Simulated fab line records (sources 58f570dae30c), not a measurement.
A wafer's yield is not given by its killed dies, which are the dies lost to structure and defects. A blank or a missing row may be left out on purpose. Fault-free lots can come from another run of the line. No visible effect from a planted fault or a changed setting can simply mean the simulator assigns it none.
Which tool was responsible? + flow berkeley_cmos170 + 13 lots with 39 wafers sampled at 3 steps, on a route of 331 steps

WHAT THE GAUGES READ, wafer by wafer
UCB170_SDANNEAL_RS_MEAS_02: uses a four-point probe to measure.
| lot  | measured     | on            | PSD_RS (ohm/sq) |
|------|--------------|---------------|-----------------|
| L602 | day 6 16:28  | film_metro-03 | 75.6 75.6 75.8  |
| L603 | day 6 16:43  | film_metro-02 | 75.6 75.5 75.5  |
| L604 | day 7 01:56  | film_metro-02 | 75.1 74.9 75.1  |
| L605 | day 7 14:03  | film_metro-03 | 74.0 74.0 74.4  |
| L609 | day 8 13:49  | film_metro-01 | 73.8 73.5 74.0  |
| L616 | day 9 19:01  | film_metro-01 | 75.5 76.1 75.8  |
| L619 | day 10 16:31 | film_metro-03 | 76.1 76.1 75.9  |
| L620 | day 10 17:09 | film_metro-02 | 75.6 75.4 75.7  |
| L621 | day 11 01:37 | film_metro-02 | 76.0 75.7 75.5  |
| L623 | day 11 09:52 | film_metro-02 | 75.6 75.8 75.5  |
| L622 | day 11 13:23 | film_metro-02 | 75.8 75.9 75.8  |
| L624 | day 11 22:04 | film_metro-02 | 75.4 75.5 75.3  |
| L625 | day 12 09:59 | film_metro-03 | 75.8 75.6 75.7  |

UCB170_SDANNEAL_RS_MEAS_03: uses a four-point probe to measure.
| lot  | measured     | on            | NSD_RS (ohm/sq)   |
|------|--------------|---------------|-------------------|
| L602 | day 6 16:35  | film_metro-03 | 37.35 37.24 37.36 |
| L603 | day 6 16:50  | film_metro-02 | 37.15 37.04 37.18 |
| L604 | day 7 02:03  | film_metro-02 | 37.36 37.35 37.38 |
| L605 | day 7 14:10  | film_metro-03 | 36.91 37.04 36.92 |
| L609 | day 8 13:56  | film_metro-01 | 37.01 36.89 37.00 |
| L616 | day 9 19:08  | film_metro-01 | 37.28 37.31 37.22 |
| L619 | day 10 16:38 | film_metro-03 | 37.26 37.26 37.27 |
| L620 | day 10 17:16 | film_metro-02 | 37.25 37.16 37.20 |
| L621 | day 11 01:44 | film_metro-02 | 37.30 37.23 37.26 |
| L623 | day 11 09:59 | film_metro-02 | 37.31 37.43 37.34 |
| L622 | day 11 13:31 | film_metro-02 | 37.33 37.33 37.30 |
| L624 | day 11 22:11 | film_metro-02 | 37.27 37.30 37.25 |
| L625 | day 12 10:07 | film_metro-03 | 37.21 37.18 37.21 |

WHICH TOOL RAN EACH LOT (tool, then ch and the chambers of the sampled wafers, then the start)
| lot  | UCB170_SDANNEAL_RTA_01           |
|------|----------------------------------|
| L602 | rtp_anneal-02 ch 0, day 6 16:23  |
| L603 | rtp_anneal-01 ch 0, day 6 16:40  |
| L604 | rtp_anneal-02 ch 0, day 7 01:53  |
| L605 | rtp_anneal-01 ch 0, day 7 13:56  |
| L609 | rtp_anneal-01 ch 0, day 8 13:46  |
| L616 | rtp_anneal-02 ch 0, day 9 18:58  |
| L619 | rtp_anneal-02 ch 0, day 10 16:26 |
| L620 | rtp_anneal-01 ch 0, day 10 17:04 |
| L621 | rtp_anneal-02 ch 0, day 11 01:32 |
| L623 | rtp_anneal-01 ch 0, day 11 09:49 |
| L622 | rtp_anneal-01 ch 0, day 11 13:19 |
| L624 | rtp_anneal-01 ch 0, day 11 22:01 |
| L625 | rtp_anneal-02 ch 0, day 12 09:55 |
- UCB170_SDANNEAL_RTA_01: time 5 s.

AS READ BY THE TOOLS THEMSELVES (means over the sampled wafers that have a number; for cases with no such wafer, the mark the record gives instead)
UCB170_SDANNEAL_RTA_01.
| lot  | tool          | chamber_o2_ppm | lamp_power_pct (%) | wafer_temp_C_max |
|------|---------------|----------------|--------------------|------------------|
| L602 | rtp_anneal-02 | 2.033          | 37.5               | 1055.0           |
| L603 | rtp_anneal-01 | 1.994          | 40.6               | 1055.8           |
| L604 | rtp_anneal-02 | 1.984          | 37.5               | 1054.1           |
| L605 | rtp_anneal-01 | 2.029          | 40.6               | 1054.3           |
| L609 | rtp_anneal-01 | 1.987          | 40.6               | 1055.6           |
| L616 | rtp_anneal-02 | 2.006          | 37.6               | 1054.2           |
| L619 | rtp_anneal-02 | 1.989          | 37.5               | 1054.8           |
| L620 | rtp_anneal-01 | 2.003          | 40.6               | 1054.2           |
| L621 | rtp_anneal-02 | 2.004          | 37.5               | 1056.0           |
| L623 | rtp_anneal-01 | 1.984          | 40.6               | 1055.5           |
| L622 | rtp_anneal-01 | 1.958          | 40.6               | 1055.0           |
| L624 | rtp_anneal-01 | 2.005          | 40.6               | 1055.7           |
| L625 | rtp_anneal-02 | 1.987          | 37.6               | 1054.2           |

THE ANSWER, worked out from the rows above alone
Rule: the usual values come from the lots themselves. Put in order of their means at a reading, lots are off if they are a third of the lots or fewer, leave a main group of 4 or more, and stand apart from it by a gap of 3 or more times the standard deviation of the main group's means; of several such gaps the widest counts. If all means in a main group match to the digits the tables above print for the reading, that group is not used. A lot without any number at a reading at which 4 lots or more have one is off too. The other lots that the step has rows for count as sound. After the gauges, taken in route order, come the tools' own readings; for these a lot's mean is taken, as printed above. At the first step where some lot is off, the reading lying furthest off is the one used; lots without a number count as furthest.
Off: L605, L609, at UCB170_SDANNEAL_RS_MEAS_02 (PSD_RS). For the main group the mean is 75.6 ohm/sq and the standard deviation 0.25.
A tool fits if, at a process step before that reading, it ran every lot that is off, and no sound lot after the first of them. Gauges at UCB170_SDANNEAL_RS_MEAS_02: tried the same way as those tools. No candidate that was tried fits.

WHAT THE SIMULATOR HAD INSERTED
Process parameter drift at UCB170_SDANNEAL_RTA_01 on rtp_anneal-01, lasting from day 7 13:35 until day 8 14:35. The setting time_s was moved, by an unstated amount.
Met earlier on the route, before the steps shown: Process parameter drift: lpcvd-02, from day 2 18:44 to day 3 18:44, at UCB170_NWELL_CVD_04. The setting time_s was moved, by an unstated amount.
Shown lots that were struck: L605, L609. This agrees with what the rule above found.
